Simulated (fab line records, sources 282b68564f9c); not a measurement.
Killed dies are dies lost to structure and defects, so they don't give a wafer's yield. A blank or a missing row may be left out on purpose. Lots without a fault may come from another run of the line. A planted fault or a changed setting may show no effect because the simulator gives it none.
A struck lot beside a sound one | flow rit_cmos | 43 steps out of a route of 202
Sound: wafers L669.2, L669.3, L669.4. Struck: wafers L677.1, L677.3, L677.4. The cause comes at the end.
At each step with rows: each side's tool, then ch and its chambers, then its first start. Under that, the readings that differ: sound wafers | struck wafers | difference of the means | sigmas: that difference in standard deviations of wafers without a fault.
alike: readings whose means differ by less than 2 such deviations, and words and numbers that are the same on both sides. not compared: withheld readings, readings that some wafer has no value for, bounds like >300 that may hide the same value, and numbers for which the record gives no deviation and whose values overlap.
The two part at a step that has a row with sigmas, a row that says differs or no value, or rows on one side only. Numbers that don't overlap but have no deviation are shown without sigmas and don't part them. A reading that every wafer of one side lacks parts them only if that side has two wafers or more.

first, 2 steps without rows for these wafers: RIT_NLDD_HARDBAKE_07 (time 60 s); RIT_NLDD_IMPLANT_08.
RIT_NLDD_STRIP_09: strips in O2, time 180 s.
  sound on plasma_asher-02 ch 0,1, day 3 08:06; struck on plasma_asher-04 ch 0,1, day 5 00:20
  alike: chamber_pressure_mTorr, drypump_motor_current_A
  not compared: rf_hours_counter_h
RIT_NLDD_TW_MEAS_10:
  sound on film_metro-02, day 3 08:17; struck on film_metro-04, day 5 00:31
  reading | sound          | struck         | difference | sigmas
  NLDD_TW | 2510 2512 2509 | 2471 2471 2468 | -40        | -2
then, 6 steps without rows for these wafers: RIT_PLDD_HMDS_00 (prime time 60 s); RIT_PLDD_COAT_01 (resist thk 981.8 nm); RIT_PLDD_SOFTBAKE_02 (time 60 s); RIT_PLDD_EXPOSE_03 (exposes mask M8, target cd 40900 nm); RIT_PLDD_PEB_04; RIT_PLDD_DEVELOP_05 (develop time 50 s).
RIT_PLDD_OVL_MEAS_06:
  sound on overlay-01, day 3 09:19; struck on overlay-02, day 5 01:26
  alike: PLDD_OVL
then, 1 step without rows for these wafers: RIT_PLDD_HARDBAKE_07 (time 60 s).
RIT_PLDD_IMPLANT_08:
  sound on implanter-03 ch 0, day 3 09:31; struck on implanter-03 ch 0, day 5 01:37
  reading                          | sound                     | struck                       | difference | sigmas
  dose_ions_cm2                    | 8.994e+14 9e+14 9.017e+14 | 5.188e+14 5.21e+14 5.208e+14 | -3.802e+14 | -99 or more
  end_station_pressure_torr (Torr) | 7e-06 7.1e-06 7.6e-06     | 6.5e-06 6.4e-06 5.7e-06      | -1.0e-06   | -3
  faraday_current_uA               | 2847 2763 2943            | 1645 1675 1608               | -1208      | -20
  alike: tilt_deg
RIT_PLDD_STRIP_09: strips in O2, time 180 s.
  sound on plasma_asher-02 ch 0,1, day 3 09:39; struck on plasma_asher-01 ch 0,1, day 5 01:46
  alike: chamber_pressure_mTorr, drypump_motor_current_A
  not compared: rf_hours_counter_h
RIT_PLDD_TW_MEAS_10:
  sound on film_metro-02, day 3 09:50; struck on film_metro-02, day 5 02:10
  reading | sound          | struck         | difference | sigmas
  PLDD_TW | 2377 2368 2371 | 2058 2049 2054 | -318       | -16
  not compared: hold
then, 3 steps without rows for these wafers: RIT_SPACER_CLEAN_01 (cleans in dHF, time 30 s); RIT_SPACER_CLEAN_02 (cleans in SC2, time 600 s); RIT_SPACER_CVD_03 (deposits Si3N4 from SiH2Cl2/NH3, target thk 250 nm, time 3300 s).
RIT_SPACER_THK_MEAS_04:
  sound on film_metro-01, day 3 12:10; struck on film_metro-03, day 5 06:26
  alike: SPACER_NITRIDE_THK
RIT_SPACER_ETCHBACK_05: etches Si3N4 in SF6/CHF3, stops on SiO2, target depth 250 nm, time 240 s.
  sound on rie_diel-02 ch 0,1,3, day 3 12:13; struck on rie_diel-02 ch 0,1,2, day 5 06:29
  reading                        | sound             | struck            | difference | sigmas
  chamber_pressure_mTorr (mTorr) | 39.96 39.97 39.94 | 40.03 40.05 40.05 | +0.09      | +2
  alike: drypump_motor_current_A, oes_product_au, throttle_valve_pct
  not compared: rf_hours_counter_h
then, 6 steps without rows for these wafers: RIT_NSD_HMDS_00 (prime time 60 s); RIT_NSD_COAT_01 (resist thk 1000 nm); RIT_NSD_SOFTBAKE_02 (time 60 s); RIT_NSD_EXPOSE_03 (exposes mask M9, target cd 40700 nm); RIT_NSD_PEB_04; RIT_NSD_DEVELOP_05 (develop time 50 s).
RIT_NSD_OVL_MEAS_06:
  sound on overlay-01, day 3 13:15; struck on overlay-01, day 5 07:31
  reading      | sound       | struck         | difference | sigmas
  NSD_OVL (nm) | 1.3 1.8 1.7 | -0.5 -2.7 -1.2 | -3.1       | -2
then, 2 steps without rows for these wafers: RIT_NSD_HARDBAKE_07 (time 60 s); RIT_NSD_IMPLANT_08.
RIT_NSD_STRIP_09: strips in O2, time 180 s.
  sound on plasma_asher-04 ch 0,1, day 3 13:35; struck on plasma_asher-03 ch 0,1, day 5 07:52
  alike: chamber_pressure_mTorr, drypump_motor_current_A
  not compared: rf_hours_counter_h
RIT_NSD_TW_MEAS_10:
  sound on film_metro-01, day 3 13:46; struck on film_metro-01, day 5 08:03
  alike: NSD_TW
then, 6 steps without rows for these wafers: RIT_PSD_HMDS_00 (prime time 60 s); RIT_PSD_COAT_01 (resist thk 1000 nm); RIT_PSD_SOFTBAKE_02 (time 60 s); RIT_PSD_EXPOSE_03 (exposes mask M10, target cd 40900 nm); RIT_PSD_PEB_04; RIT_PSD_DEVELOP_05 (develop time 50 s).
RIT_PSD_OVL_MEAS_06:
  sound on overlay-02, day 3 14:40; struck on overlay-02, day 5 09:19
  alike: PSD_OVL
then, 2 steps without rows for these wafers: RIT_PSD_HARDBAKE_07 (time 60 s); RIT_PSD_IMPLANT_08.
RIT_PSD_STRIP_09: strips in O2, time 180 s.
  sound on plasma_asher-01 ch 0,1, day 3 15:00; struck on plasma_asher-03 ch 0,1, day 5 09:39
  alike: chamber_pressure_mTorr, drypump_motor_current_A
  not compared: rf_hours_counter_h
RIT_SDANNEAL_RS_MEAS_06: measures by four-point-probe.
  sound on film_metro-04, day 3 15:55; struck on film_metro-04, day 5 11:35
  reading          | sound             | struck            | difference | sigmas
  PLDD_RS (ohm/sq) | 179.3 179.2 179.0 | 245.2 245.6 244.9 | +66.1      | +99 or more
  not compared: hold
RIT_M1_PROBE_99:
  the record has rows for the sound wafers here (prober-01, day 3 23:11) and none for the struck ones

WHERE THEY PART
First at RIT_NLDD_TW_MEAS_10; last, within this record, at RIT_M1_PROBE_99.

WHY: what the simulator had put in
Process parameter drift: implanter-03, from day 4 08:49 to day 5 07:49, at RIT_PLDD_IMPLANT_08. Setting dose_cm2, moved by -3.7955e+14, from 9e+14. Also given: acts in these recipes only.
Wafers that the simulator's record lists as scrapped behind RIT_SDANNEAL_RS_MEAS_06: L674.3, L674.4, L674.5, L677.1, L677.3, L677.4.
